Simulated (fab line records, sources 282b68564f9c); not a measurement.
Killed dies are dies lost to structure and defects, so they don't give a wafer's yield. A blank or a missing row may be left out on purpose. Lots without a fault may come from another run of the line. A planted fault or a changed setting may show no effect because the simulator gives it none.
fab line records | flow rit_cmos
record lots=6 wafers=18 last_day=8
route steps=202 shown ACTIVE@11 FOX1@20 FOX2@23 NWELL@28 PWELL@39 WELLDRIVE@50 M1@202
lots that met no fault: from a run of the same line without faults
start_h: hours from the record's first day to the start of the lot's first wafer shown | wait_h: hours since the lot's step before | " the same as in the row above | L1.1+2: a row that stands for several wafers | - no value, or no start given | * or withheld: withheld | < > ~ a bound
route shown NAME@n: a module of which the file shows steps, and the number in the route of the first | usual: mean/standard deviation of fault-free wafers | same: alike in all rows | chamber/n: place in a boat | sites: the reading at each site | _std_site: their standard deviation | _edge_site: outer sites' mean less inner sites' | radius_mm: how far each site lies from the wafer's centre | mask NAME#n: copy n | behind: the tool/chamber that last shaped the wafer | hold: why the lot was held/for how many hours/how that ended | device: the transistor (n, p or np) that didn't switch | end of line: the same wafers' tests at the end of the route | a step without rows: its recipe alone | killed: dies lost to structure and defects at the first sort, not the wafer's yield | map: a wafer's dies, x killed, . not, _ none there
set.NAME: the setting as run; set.NAME@STEP: as run at that earlier step | model.NAME: the simulator's own value behind a step, which no gauge read
lots at some steps of the route; a table a step, a row a wafer
services: from which hour (start_h, from the record's first day; less than 0 if before it) a tool's chamber was out of use, for how many hours, and why
## steps
# step RIT_ACTIVE_DEVELOP_10
# recipe resist=NOVOLAK develop_time_s=50 dev_temp_c=23
# step RIT_ACTIVE_CD_MEAS_11
# recipe target_cd_nm=1400
# usual cd_nm=1400.5/2.6
# columns lot.wafer tool chamber start_h wait_h cd_nm
L482.1 cd_sem-01 - 27.97 - 1402.8
L482.4 " - " " 1401.4
L482.5 " - " " 1401.0
L483.2 cd_sem-01 - 31.22 - 1402.3
L483.4 " - " " 1400.2
L483.6 " - " " 1399.4
L485.1 cd_sem-01 - 39.66 - 1397.6
L485.2 " - " " 1398.8
L485.6 " - " " 1400.0
L489.2 cd_sem-02 - 62.73 - 1399.5
L489.4 " - " " 1397.5
L489.6 " - " " 1400.1
L501.2 cd_sem-02 - 128.80 - 1403.9
L501.4 " - " " 1403.5
L501.5 " - " " 1404.2
L503.3 cd_sem-01 - 134.99 - 1399.5
L503.4 " - " " 1399.3
L503.6 " - " " 1399.1
# step RIT_ACTIVE_HARDBAKE_12
# recipe resist=NOVOLAK temp_c=140 time_s=60
# step RIT_ACTIVE_ETCH_13
# recipe stop_on=SiO2 chemistry=SF6 target=Si3N4 time_s=210 over_etch_frac=0.4 SF6_flow_sccm=200 pressure_mtorr=260 rf_w=125 target_depth_a=2100
# usual drypump_motor_current_A=5.7/0.38 oes_product_au=0.829/0.011 throttle_valve_pct=7.48/0.12
# same over_etch_frac=0.4
# columns lot.wafer tool chamber start_h wait_h drypump_motor_current_A oes_product_au rf_hours_counter_h throttle_valve_pct
L482.1 rie_diel-04 3 28.24 0.1 5.9 0.828 40 7.62
L482.4 " 1 " " 5.5 0.829 117 7.44
L482.5 " 1 " " 5.5 0.835 - 7.43
L483.2 rie_diel-04 0 31.52 0.1 5.6 0.841 8 7.62
L483.4 " 2 " " 5.2 0.826 154 7.63
L483.6 " 3 " " 5.9 0.833 - 7.63
L485.1 rie_diel-01 1 39.99 0.1 5.6 0.824 19 7.32
L485.2 " 3 " " 5.8 0.826 132 7.49
L485.6 " 1 " " 5.6 0.832 - 7.34
L489.2 rie_diel-02 3 62.98 0.1 6.0 0.848 7 7.49
L489.4 " 2 " " 5.9 0.813 51 7.32
L489.6 " 2 " " 5.9 0.806 - 7.32
L501.2 rie_diel-02 2 129.05 0.1 5.9 0.808 52 7.32
L501.4 " 1 " " 5.6 0.818 119 7.50
L501.5 " 2 " " 5.9 0.810 - 7.31
L503.3 rie_diel-01 2 135.22 0.1 6.7 0.823 44 7.30
L503.4 " 1 " " 5.6 0.816 21 7.32
L503.6 " 3 " " 5.8 0.821 - 7.48
# step RIT_ACTIVE_STRIP_14
# recipe chemistry=O2 time_s=180 resist=NOVOLAK platen_temp_c=withheld power_w=500 pressure_mtorr=4000 o2_flow_sccm=4000
# usual drypump_motor_current_A=5.6/0.37
# columns lot.wafer tool chamber start_h wait_h drypump_motor_current_A rf_hours_counter_h
L482.1 plasma_asher-04 1 28.37 0.1 5.7 38
L482.4 " 1 " " 5.6 -
L482.5 " 0 " " 5.9 -
L483.2 plasma_asher-01 0 31.65 0.1 5.1 24
L483.4 " 0 " " 5.1 -
L483.6 " 1 " " 5.7 -
L485.1 plasma_asher-01 1 40.12 0.1 5.8 25
L485.2 " 0 " " 5.1 25
L485.6 " 0 " " 5.1 -
L489.2 plasma_asher-01 0 63.12 0.1 5.1 28
L489.4 " 0 " " 5.1 -
L489.6 " 0 " " 5.1 -
L501.2 plasma_asher-03 0 129.18 0.1 6.3 44
L501.4 " 1 " " 5.5 -
L501.5 " 1 " " 5.5 -
L503.3 plasma_asher-03 0 135.41 0.1 6.3 -
L503.4 " 1 " " 5.5 -
L503.6 " 0 " " 6.2 -
# step RIT_ACTIVE_CD_MEAS_90
# recipe target_cd_nm=1400
# usual cd_nm=1400.5/2.5
# columns lot.wafer tool chamber start_h wait_h cd_nm
L482.1 cd_sem-02 - 28.55 0.1 1402.8
L482.4 " - " " 1401.1
L482.5 " - " " 1400.5
L483.2 cd_sem-02 - 31.85 0.1 1402.2
L483.4 " - " " 1399.9
L483.6 " - " " 1399.3
L485.1 cd_sem-01 - 40.30 0.1 1397.8
L485.2 " - " " 1398.8
L485.6 " - " " 1400.3
L489.2 cd_sem-02 - 63.31 0.1 1399.1
L489.4 " - " " 1398.0
L489.6 " - " " 1400.1
L501.2 cd_sem-02 - 129.37 0.1 1404.2
L501.4 " - " " 1403.0
L501.5 " - " " 1404.2
L503.3 cd_sem-02 - 135.57 0.1 1399.8
L503.4 " - " " 1399.3
L503.6 " - " " 1399.0
# step RIT_ACTIVE_CLEAN_15
# recipe chemistry=SC1 mix=3:3:50 time_s=600 temp_c=75
# step RIT_ACTIVE_CLEAN_16
# recipe chemistry=dHF dilution=50:1 time_s=30
# step RIT_ACTIVE_CLEAN_17
# recipe chemistry=SC2 mix=3:3:50 time_s=600 temp_c=75 dry=n2_spin
# step RIT_FOX1_OXIDATION_00
# recipe temp_c=1100 ambient=H2O target_thk_a=3507 p_h2o_torr=720 ox_time_s=1130
# step RIT_FOX1_THK_MEAS_01
# recipe reads=SiO2_of_FOX1_OXIDATION_00
# usual FOX1_OXIDE_THK=352/5.3
# columns lot.wafer tool chamber start_h wait_h FOX1_OXIDE_THK[nm]
L482.1 film_metro-03 - 32.46 0.0 355
L482.4 " - " " 350
L482.5 " - " " 362
L483.2 film_metro-01 - 33.79 0.0 356
L483.4 " - " " 359
L483.6 " - " " 353
L485.1 film_metro-03 - 45.24 0.0 361
L485.2 " - " " 363
L485.6 " - " " 360
L489.2 film_metro-02 - 65.10 0.0 352
L489.4 " - " " 354
L489.6 " - " " 354
L501.2 film_metro-03 - 132.67 0.0 344
L501.4 " - " " 346
L501.5 " - " " 342
L503.3 film_metro-03 - 139.80 0.0 345
L503.4 " - " " 349
L503.6 " - " " 347
# step RIT_FOX1_WET_ETCH_02
# recipe chemistry=BOE target_depth_nm=350 time_s=390 temp_c=21.5 dry=n2_spin dilution=10:1 target=SiO2
# step RIT_FOX2_OXIDATION_00
# recipe temp_c=1100 ambient=H2O target_thk_a=3507 p_h2o_torr=720 ox_time_s=1130
# usual spike_tc_centre_C=1102.5/1.6 tube_center_temp_C_max=1102.8/0.44 zone_power_centre_pct=51/5.5
# same ox_time_s=1130
# columns lot.wafer tool chamber start_h wait_h spike_tc_centre_C tube_center_temp_C_max zone_power_centre_pct
L482.1 furnace-01 0 33.32 0.7 1103.9 1102.9 48
L482.4 " 0 " " 1104.5 1104.0 48
L482.5 " 0 " " 1103.0 1103.2 48
L483.2 furnace-04 0 34.37 0.4 1102.9 1103.4 57
L483.4 " 0 " " 1102.0 1103.3 57
L483.6 " 0 " " 1103.7 1102.5 56
L485.1 furnace-04 0 45.71 0.3 1101.2 1103.2 57
L485.2 " 0 " " 1101.0 1102.3 56
L485.6 " 0 " " 1101.0 1102.0 56
L489.2 furnace-04 0 65.48 0.2 1100.6 1102.3 55
L489.4 " 0 " " 1099.6 1102.8 57
L489.6 " 0 " " 1101.7 1102.5 57
L501.2 furnace-01 0 132.84 0.0 1105.6 1102.3 48
L501.4 " 0 " " 1104.0 1102.7 47
L501.5 " 0 " " 1104.0 1102.4 47
L503.3 furnace-01 0 141.79 1.8 1101.6 1103.8 47
L503.4 " 0 " " 1103.6 1102.2 48
L503.6 " 0 " " 1103.3 1103.3 48
# step RIT_FOX2_THK_MEAS_01
# recipe reads=SiO2_of_FOX2_OXIDATION_00
# usual FOX2_OXIDE_THK=352/7.5
# columns lot.wafer tool chamber start_h wait_h FOX2_OXIDE_THK[nm]
L482.1 film_metro-03 - 34.63 0.0 369
L482.4 " - " " 371
L482.5 " - " " 369
L483.2 film_metro-02 - 35.69 0.0 351
L483.4 " - " " 354
L483.6 " - " " 350
L485.1 film_metro-04 - 47.03 0.0 355
L485.2 " - " " 358
L485.6 " - " " 357
L489.2 film_metro-02 - 66.81 0.0 361
L489.4 " - " " 357
L489.6 " - " " 361
L501.2 film_metro-03 - 134.16 0.0 360
L501.4 " - " " 359
L501.5 " - " " 362
L503.3 film_metro-02 - 143.12 0.0 345
L503.4 " - " " 343
L503.6 " - " " 346
# step RIT_FOX2_CLEAN_02
# recipe chemistry=dHF dilution=50:1 time_s=180
# step RIT_FOX2_WET_ETCH_03
# recipe chemistry=H3PO4 target=Si3N4 target_depth_nm=195 temp_c=165 time_s=2652
# step RIT_FOX2_THK_MEAS_90
# recipe reads=SiO2_of_FOX2_OXIDATION_00
# usual FIELD_OXIDE_LEFT_1_THK=325/7.5
# columns lot.wafer tool chamber start_h wait_h FIELD_OXIDE_LEFT_1_THK[nm]
L482.1 film_metro-03 - 35.51 0.0 341
L482.4 " - " " 344
L482.5 " - " " 342
L483.2 film_metro-04 - 36.57 0.0 324
L483.4 " - " " 327
L483.6 " - " " 323
L485.1 film_metro-03 - 47.91 0.0 328
L485.2 " - " " 331
L485.6 " - " " 330
L489.2 film_metro-04 - 67.69 0.0 334
L489.4 " - " " 329
L489.6 " - " " 334
L501.2 film_metro-03 - 135.04 0.0 333
L501.4 " - " " 332
L501.5 " - " " 335
L503.3 film_metro-04 - 144.07 0.0 318
L503.4 " - " " 316
L503.6 " - " " 319
# step RIT_NWELL_HMDS_00
# recipe prime_time_s=60 prime_temp_c=140
# step RIT_NWELL_COAT_01
# recipe resist=NOVOLAK spin_rpm=2000 resist_thk_nm=1300
# step RIT_NWELL_SOFTBAKE_02
# recipe resist=NOVOLAK temp_c=90 time_s=60
# step RIT_NWELL_EXPOSE_03
# recipe mask_id=M2 na=0.57 target_cd_nm=43900 dose_mj=250
# step RIT_NWELL_PEB_04
# recipe resist=NOVOLAK temp_c=withheld time_s=withheld
# step RIT_NWELL_DEVELOP_05
# recipe resist=NOVOLAK develop_time_s=68 dev_temp_c=23
# step RIT_NWELL_OVL_MEAS_06
# usual NWELL_OVL=1.2/1.3
# columns lot.wafer tool chamber start_h wait_h NWELL_OVL[nm]
L482.1 overlay-01 - 36.65 - -0.2
L482.4 " - " " 1.6
L482.5 " - " " -0.3
L483.2 overlay-01 - 37.53 - 0.4
L483.4 " - " " 0.3
L483.6 " - " " 1.8
L485.1 overlay-02 - 49.21 - 1.6
L485.2 " - " " 2.8
L485.6 " - " " 0.5
L489.2 overlay-02 - 68.75 - -0.1
L489.4 " - " " 1.5
L489.6 " - " " -0.4
L501.2 overlay-01 - 135.98 - 2.2
L501.4 " - " " 1.8
L501.5 " - " " 2.4
L503.3 overlay-01 - 145.00 - 1.7
L503.4 " - " " -0.1
L503.6 " - " " 0.1
# step RIT_NWELL_HARDBAKE_07
# recipe resist=NOVOLAK temp_c=140 time_s=120
# step RIT_NWELL_IMPLANT_08
# recipe species=P energy_kev=170 dose_cm2=5e+13 tilt_deg=7.293
# step RIT_NWELL_STRIP_09
# recipe chemistry=O2 time_s=180 resist=NOVOLAK platen_temp_c=withheld power_w=500 pressure_mtorr=4000 o2_flow_sccm=4000
# usual drypump_motor_current_A=5.8/0.48
# columns lot.wafer tool chamber start_h wait_h drypump_motor_current_A rf_hours_counter_h
L482.1 plasma_asher-02 0 37.08 0.1 5.1 40
L482.4 " 1 " " 6.6 -
L482.5 " 0 " " 5.1 -
L483.2 plasma_asher-04 0 37.96 0.1 5.9 39
L483.4 " 0 " " 5.9 -
L483.6 " 0 " " 5.9 -
L485.1 plasma_asher-03 1 49.76 0.1 5.5 36
L485.2 " 0 " " 6.3 36
L485.6 " 0 " " 6.2 -
L489.2 plasma_asher-04 1 69.18 0.1 5.6 43
L489.4 " 1 " " 5.7 -
L489.6 " 0 " " 5.9 -
L501.2 plasma_asher-02 1 136.41 0.1 6.6 1
L501.4 " 0 " " 5.1 -
L501.5 " 0 " " 5.1 -
L503.3 plasma_asher-02 0 145.48 0.1 5.1 -
L503.4 " 1 " " 6.6 -
L503.6 " 1 " " 6.6 -
# step RIT_NWELL_TW_MEAS_10
# usual NWELL_TW=2121/16
# columns lot.wafer tool chamber start_h wait_h NWELL_TW
L482.1 film_metro-04 - 37.26 0.1 2126
L482.4 " - " " 2133
L482.5 " - " " 2127
L483.2 film_metro-01 - 38.15 0.1 2107
L483.4 " - " " 2101
L483.6 " - " " 2104
L485.1 film_metro-03 - 49.94 0.1 2102
L485.2 " - " " 2114
L485.6 " - " " 2106
L489.2 film_metro-04 - 69.36 0.1 2144
L489.4 " - " " 2151
L489.6 " - " " 2130
L501.2 film_metro-01 - 136.59 0.1 2129
L501.4 " - " " 2132
L501.5 " - " " 2122
L503.3 film_metro-03 - 145.62 0.1 2108
L503.4 " - " " 2105
L503.6 " - " " 2105
# step RIT_PWELL_HMDS_00
# recipe prime_time_s=60 prime_temp_c=140
# step RIT_PWELL_COAT_01
# recipe resist=NOVOLAK spin_rpm=2000 resist_thk_nm=1300
# step RIT_PWELL_SOFTBAKE_02
# recipe resist=NOVOLAK temp_c=90 time_s=60
# step RIT_PWELL_EXPOSE_03
# recipe mask_id=M3 na=0.57 target_cd_nm=43700 dose_mj=250
# step RIT_PWELL_PEB_04
# recipe resist=NOVOLAK temp_c=withheld time_s=withheld
# step RIT_PWELL_DEVELOP_05
# recipe resist=NOVOLAK develop_time_s=70.14 dev_temp_c=23
# step RIT_PWELL_OVL_MEAS_06
# usual PWELL_OVL=-0.3/1.5
# columns lot.wafer tool chamber start_h wait_h PWELL_OVL[nm]
L482.1 overlay-02 - 38.32 - -1.1
L482.4 " - " " 1.1
L482.5 " - " " -1.4
L483.2 overlay-02 - 39.09 - -3.4
L483.4 " - " " -1.6
L483.6 " - " " -1.7
L485.1 overlay-01 - 51.00 - -0.9
L485.2 " - " " 1.3
L485.6 " - " " -1.2
L489.2 overlay-01 - 70.47 - -1.2
L489.4 " - " " 0.4
L489.6 " - " " 0.3
L501.2 overlay-01 - 137.65 - 0.5
L501.4 " - " " 0.6
L501.5 " - " " -0.7
L503.3 overlay-01 - 146.67 - -1.5
L503.4 " - " " -2.0
L503.6 " - " " -1.3
# step RIT_PWELL_HARDBAKE_07
# recipe resist=NOVOLAK temp_c=140 time_s=120
# step RIT_PWELL_IMPLANT_08
# recipe species=B energy_kev=170 dose_cm2=7e+13 tilt_deg=7
# step RIT_PWELL_STRIP_09
# recipe chemistry=O2 time_s=180 resist=NOVOLAK platen_temp_c=withheld power_w=500 pressure_mtorr=4000 o2_flow_sccm=4000
# usual drypump_motor_current_A=5.7/0.56
# columns lot.wafer tool chamber start_h wait_h drypump_motor_current_A rf_hours_counter_h
L482.1 plasma_asher-04 0 38.82 0.1 5.9 39
L482.4 " 0 " " 5.8 -
L482.5 " 0 " " 5.9 -
L483.2 plasma_asher-02 0 39.52 0.1 5.1 41
L483.4 " 1 " " 6.6 -
L483.6 " 1 " " 6.5 -
L485.1 plasma_asher-04 1 51.44 0.1 5.6 41
L485.2 " 0 " " 5.9 41
L485.6 " 1 " " 5.7 -
L489.2 plasma_asher-02 0 70.90 0.1 5.1 44
L489.4 " 1 " " 6.6 -
L489.6 " 0 " " 5.1 -
L501.2 plasma_asher-01 1 138.08 0.1 5.8 35
L501.4 " 0 " " 5.1 -
L501.5 " 1 " " 5.7 -
L503.3 plasma_asher-02 1 147.24 0.1 6.6 -
L503.4 " 0 " " 5.1 -
L503.6 " 1 " " 6.6 -
# step RIT_PWELL_TW_MEAS_10
# usual PWELL_TW=941/6.6
# columns lot.wafer tool chamber start_h wait_h PWELL_TW
L482.1 film_metro-04 - 39.00 0.1 942
L482.4 " - " " 939
L482.5 " - " " 946
L483.2 film_metro-03 - 39.71 0.1 931
L483.4 " - " " 931
L483.6 " - " " 931
L485.1 film_metro-03 - 51.61 0.1 934
L485.2 " - " " 934
L485.6 " - " " 934
L489.2 film_metro-01 - 71.08 0.1 939
L489.4 " - " " 940
L489.6 " - " " 937
L501.2 film_metro-04 - 138.27 0.1 953
L501.4 " - " " 947
L501.5 " - " " 953
L503.3 film_metro-04 - 147.37 0.1 952
L503.4 " - " " 954
L503.6 " - " " 950
# step RIT_WELLDRIVE_ANNEAL_00
# recipe temp_c=1100 time_s=14700 ambient=N2
# step RIT_WELLDRIVE_RS_MEAS_01
# recipe thk_meas_gauge=four-point-probe
# usual NWELL_RS=275.5/0.66
# columns lot.wafer tool chamber start_h wait_h NWELL_RS[ohm/sq]
L482.1 film_metro-03 - 44.64 0.0 276.0
L482.4 " - " " 275.2
L482.5 " - " " 275.9
L483.2 film_metro-04 - 45.53 0.0 275.8
L483.4 " - " " 275.3
L483.6 " - " " 275.4
L485.1 film_metro-03 - 58.17 0.0 275.8
L485.2 " - " " 275.3
L485.6 " - " " 276.0
L489.2 film_metro-03 - 79.17 0.0 275.0
L489.4 " - " " 274.5
L489.6 " - " " 274.5
L501.2 film_metro-04 - 144.89 0.0 276.1
L501.4 " - " " 275.9
L501.5 " - " " 275.3
L503.3 film_metro-01 - 152.54 0.0 277.4
L503.4 " - " " 276.5
L503.6 " - " " 276.9
# step RIT_WELLDRIVE_RS_MEAS_02
# recipe thk_meas_gauge=four-point-probe
# usual PWELL_RS=429.8/1.2
# columns lot.wafer tool chamber start_h wait_h PWELL_RS[ohm/sq]
L482.1 film_metro-03 - 44.76 0.1 433.1
L482.4 " - " " 430.7
L482.5 " - " " 433.5
L483.2 film_metro-04 - 45.65 0.1 430.3
L483.4 " - " " 430.2
L483.6 " - " " 430.2
L485.1 film_metro-03 - 58.29 0.1 427.4
L485.2 " - " " 429.0
L485.6 " - " " 427.6
L489.2 film_metro-03 - 79.29 0.1 428.6
L489.4 " - " " 429.8
L489.6 " - " " 429.3
L501.2 film_metro-04 - 145.01 0.1 430.0
L501.4 " - " " 432.3
L501.5 " - " " 430.4
L503.3 film_metro-01 - 152.66 0.1 429.9
L503.4 " - " " 429.1
L503.6 " - " " 428.8
# step RIT_M1_PROBE_99
# usual killed_at_front_end=7.0/2.8 killed_dies=7.0/2.8 killed_on_rim=2.0/1.4 killed_open=3.4/1.9 killed_short=3.6/2
# same gross_dies=264 killed_at_M0_to_M3=0 killed_at_M4_up=0 killed_at_back_side=0 killed_at_contacts=0 killed_at_other=0
# columns lot.wafer tool chamber start_h wait_h killed_at_front_end killed_dies killed_on_rim killed_open killed_short
L485.1 prober-01 - 90.01 0.1 110 110 26 3 4
L485.2 prober-01 - 90.06 0.1 93 93 28 4 4
L485.6 prober-01 - 90.26 0.2 108 108 31 3 1
L489.2 prober-01 - 112.27 0.1 106 106 29 5 5
L489.4 prober-01 - 112.37 0.2 110 110 26 7 1
L489.6 prober-01 - 112.47 0.2 96 96 26 2 3
# killed by level:class
L485.1 FOX2:unspecified=103 GATE:geometric_particle:short=3 FOX1:geometric_particle:short=1 FOX2:geometric_particle:open=1 GATE:geometric_particle:open=1 SILICIDE:geometric_particle:open=1
L485.2 FOX2:unspecified=85 GATE:geometric_particle:short=4 FOX1:geometric_particle:open=1 FOX2:geometric_particle:open=1 GATE:geometric_particle:open=1 SILICIDE:geometric_particle:open=1
L485.6 FOX2:unspecified=104 FOX2:geometric_particle:open=2 REOX:geometric_particle:short=1 SPACER:geometric_particle:open=1
L489.2 FOX2:unspecified=96 FOX2:geometric_particle:open=3 GATE:geometric_particle:short=2 REOX:geometric_particle:short=2 FOX2:geometric_particle:short=1 GATE:geometric_particle:open=1 SPACER:geometric_particle:open=1
L489.4 FOX2:unspecified=102 GATE:geometric_particle:open=3 SILICIDE:geometric_particle:open=3 FOX2:geometric_particle:open=1 REOX:geometric_particle:short=1
L489.6 FOX2:unspecified=91 GATE:geometric_particle:short=1 REOX:geometric_particle:short=1 SPACER:geometric_particle:open=1 SILICIDE:geometric_particle:short=1 SILICIDE:geometric_particle:open=1
# map L485.1 (x killed, . not)
________..xx..._______
_____.....xxx..xxx____
____.x.x.....xx..xx___
___xx...xx....xxx.x.__
__.x..x..x.x..x.x...._
__x.xx.xxx.x...x.xx.._
_x.xxxxxxx.xx...x.xx..
_.....x...x....x...x..
_...x.x..x.....x.xxx.x
_...x.x....xx.....xx.x
__xxxxx....x..xx..xx._
__...x......xx.x.xxxx_
___.xxxx..xxxx...x.x__
____...x.xxx.x.x...___
_____xx...x......x____
________..x.x.._______
# map L489.4 (x killed, . not)
________...xx.._______
_____.xx...x....x.____
____....x....xxx...___
___...x....x...x..x.__
__...x..xxxxx.xxx..xx_
__.x....x.x.x.x....xx_
_x...xx....xx.xx....xx
_x.xxx.xx.x.x.xx.xxxx.
_xxx.x..x.xxx..x.xxxxx
_...x...x..xxx.x.xx...
__...x.........x....._
__...xxx..x......xxxx_
___x...x...x...xx..x__
____..x.xxxxxx.xx..___
_____.xx..x....x..____
________x..xxx._______
## services
# columns tool chamber start_h hours kind
plasma_asher-04 - 5.19 4.1 repair
rie_diel-04 - 48.21 0.6 repair
rie_diel-01 2 86.21 4.9 repair
furnace-01 - 94.80 6.2 pm
rie_diel-02 0 101.08 - clean
rie_diel-02 0 101.08 14.1 scheduled_down
rie_diel-02 0 101.08 14.1 vent_cycle
plasma_asher-02 - 108.75 9.0 pm
plasma_asher-02 0 108.75 11.4 vent_cycle
plasma_asher-02 1 108.75 11.4 vent_cycle
plasma_asher-02 - 116.00 4.1 repair
plasma_asher-02 0 117.75 - clean
plasma_asher-02 1 117.75 - clean
rie_diel-04 2 118.80 - clean
rie_diel-04 2 118.80 17.5 scheduled_down
rie_diel-04 2 118.80 17.5 vent_cycle
rie_diel-01 2 127.52 1.4 repair
rie_diel-02 0 129.28 2.8 repair
rie_diel-01 - 129.32 0.4 repair
plasma_asher-01 - 132.24 3.4 repair
## key
first_sign step=RIT_M1_PROBE_99 reading=killed_at_front_end direction=up sigmas=35 usual=7.0 struck=103.8
effect step=RIT_M1_PROBE_99 reading=killed_dies direction=up sigmas=34 usual=7.0 struck=103.8
met_at RIT_FOX2_OXIDATION_00
struck_wafers L485.1,L485.2,L485.6,L489.2,L489.4,L489.6
tester_left_out L485,L489
onset_between 34.37 45.71
also_fits RIT_ACTIVE_STRIP_14:plasma_asher-01
fault kind=chamber_particle_source tool=furnace-04 chamber=- onset_h=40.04 steps=RIT_FOX2_OXIDATION_00 rate_per_visit_cm2=0.95985 end_h=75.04
# tester_left_out: of these lots the tester's yield and bins aren't shown, on N5 and GAA mostly nor the transistor test; their killed dies are dies lost to structure and defects alone, not to doping, threshold or leakage, so they don't give the yield
